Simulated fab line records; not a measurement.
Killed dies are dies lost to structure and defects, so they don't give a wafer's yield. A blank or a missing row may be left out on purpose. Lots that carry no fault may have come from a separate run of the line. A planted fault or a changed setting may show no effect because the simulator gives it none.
Chamber matching ; flow berkeleyCmos170 ; UCB170_V1_ETCH_14 on rieDiel-03 has 4 sister chambers
The step etches SiO2 in CHF3/CF4/Ar, stops on Al, target depth 1250 nm, time 291 s. 14 wafers are shown with their chamber, then 7 later ones without.

== EACH WAFER AND ITS CHAMBER ==
wafer;chamber;drypumpMotorCurrentA (A);throttleValvePct (%);oesProductAu (a.u.)
L695.3;2;5.6;6.79;0.860
L695.4;0;5.4;6.90;0.882
L695.6;2;5.7;6.77;0.870
L692.3;2;5.7;6.79;0.863
L692.4;0;5.4;6.88;0.881
L692.6;2;5.7;6.79;0.866
L697.1;0;5.4;6.88;0.885
L697.2;3;6.3;6.93;0.866
L697.5;0;5.4;6.87;0.879
L699.2;3;6.3;6.94;0.865
L699.3;0;5.4;6.86;0.873
L699.5;3;6.3;6.95;0.864
L702.2;1;6.4;6.86;0.869
L702.4;0;5.4;6.88;0.876

SIGNATURES, as means of the wafers listed above
reading;chamber 0;chamber 1;chamber 2;chamber 3;scatter within a chamber
drypumpMotorCurrentA;5.400;6.400;5.675;6.300;0.0274
throttleValvePct;6.8783;6.8600;6.7850;6.9400;0.0118
oesProductAu;0.87933;0.86900;0.86475;0.86500;0.00387
Rule: a wafer's distance from a chamber is the root of the sum, over the readings, of the square of ((its reading less the chamber's mean) divided by the reading's scatter). If the next closest chamber is less than 2 further off than the closest, the wafer can't be placed; otherwise it belongs to the closest. The scatter is the square root of a quotient: the sum, over the shown wafers, of each reading's squared deviation from its chamber's mean, divided by wafers minus chambers.

== WAFERS WITHOUT THEIR CHAMBER ==
wafer;drypumpMotorCurrentA (A);throttleValvePct (%);oesProductAu (a.u.)
L702.5;6.5;6.85;0.873
L706.1;6.4;6.85;0.871
L706.3;5.7;6.78;0.865
L706.6;5.6;6.76;0.867
L712.1;5.4;6.86;0.880
L712.2;6.4;6.85;0.867
L712.6;6.5;6.84;0.871

== CHAMBER TAKEN BY EACH ==
wafer;from the rows above;in truth
L702.5;1;1
L706.1;1;1
L706.3;2;2
L706.6;2;2
L712.1;0;0
L712.2;1;1
L712.6;1;1
Placed correctly: 7 of 7. Number that these rows cannot place: 0. 0 placed wrongly.
